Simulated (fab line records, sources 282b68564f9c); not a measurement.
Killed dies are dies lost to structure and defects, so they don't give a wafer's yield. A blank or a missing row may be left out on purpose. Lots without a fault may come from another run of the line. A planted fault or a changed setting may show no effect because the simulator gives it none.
One fault seen from 2 desks | flow rit_cmos | each desk has only its own numbers; what lay behind them comes last

THE TOOL OWNER'S DESK: rie_si-02
The tool's own readings at RIT_GATE_ETCH_19 (etches poly-Si in SF6/CHF3/O2, stops on SiO2, time 165 s, target depth 312.5 nm): means of the sampled wafers that have a number, for each lot that ran on this tool. A lot is out of limits, marked OUT, if its mean lies more than 4 standard deviations from the usual mean; the brackets give that distance.
Columns: A = drypump_motor_current_A at RIT_GATE_ETCH_19, usual 5.6 A; B = oes_product_au at RIT_GATE_ETCH_19, usual 0.843 a.u.; C = throttle_valve_pct at RIT_GATE_ETCH_19, usual 10.26 %
lot  | first seen here | A   | B                | C
L830 | day 2 12:32     | 5.8 | 0.853            | 10.28
L832 | day 3 03:21     | 5.7 | 0.829            | 10.35
L834 | day 3 09:29     | 5.6 | 0.842            | 10.36
L838 | day 4 06:34     | 5.4 | 0.848            | 10.32
L840 | day 4 15:50     | 5.9 | 0.840            | 10.24
L842 | day 5 02:20     | 5.7 | 0.840            | 10.25
L844 | day 5 13:19     | 5.6 | 0.941 (+7.5) OUT | 10.30
L846 | day 6 01:43     | 5.7 | 0.931 (+6.7) OUT | 10.26
This desk's finding: out of limits on L844, L846; first on L844, day 5 13:19 (oes_product_au at RIT_GATE_ETCH_19). In limits: L830, L832, L834, L838, L840, L842.

THE METROLOGY DESK
What the gauges read, lot by lot, whatever tool the lot ran on: means of the sampled wafers that have a number. A lot is out of limits, marked OUT, if its mean lies more than 4 standard deviations from the usual mean; the brackets give that distance.
Columns: A = ACTIVE_OXIDE_THK at RIT_ACTIVE_THK_MEAS_02, usual 47.3 nm; B = GATE_POLY_THK at RIT_GATE_THK_MEAS_09, usual 249.4 nm; C = PSD_RS at RIT_SDANNEAL_RS_MEAS_04, usual 115.08 ohm/sq
lot  | first seen here | A    | B     | C
L830 | day 1 12:03     | 47.1 | 253.0 | 115.09
L831 | day 1 17:04     | 47.9 | 252.5 | 115.08
L832 | day 1 22:03     | 46.4 | 245.0 | 115.03
L833 | day 2 03:03     | 49.0 | 248.6 | 115.10
L834 | day 2 08:04     | 45.6 | 252.3 | 115.22
L837 | day 3 01:02     | 47.1 | 248.6 | 115.27
L838 | day 3 04:04     | 47.6 | 254.5 | 115.32
L840 | day 3 14:03     | 47.4 | 247.6 | 114.83
L841 | day 3 19:03     | 48.3 | 247.5 | 115.44
L842 | day 4 01:05     | 47.4 | 250.4 | 114.94
L843 | day 4 05:19     | 46.7 | 249.8 | 114.88
L844 | day 4 10:04     | 48.4 | 246.5 | 115.44
L846 | day 4 20:11     | 48.0 | 246.6 | 115.44
L853 | day 6 07:03     | 46.8 | 249.3 | 115.15
This desk's finding: nothing out of limits on any of the 14 lots.

PUT TOGETHER
The tool owner's desk could have raised an alarm at day 5 13:19, on L844, L846.
The metrology desk saw nothing out of limits.
The metrology desk has L844, L846 on record, within its limits.
Of the lots named, all ran RIT_GATE_ETCH_19 on rie_si-02.

WHAT THE SIMULATOR HAD PUT IN
Process parameter drift: rie_si-02, from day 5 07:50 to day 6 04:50, at RIT_GATE_ETCH_19. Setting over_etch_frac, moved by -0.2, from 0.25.
Lots struck among those shown: L844, L846.
Hours from the fault's start to each desk's first reading out of limits: the tool owner's desk, 5.
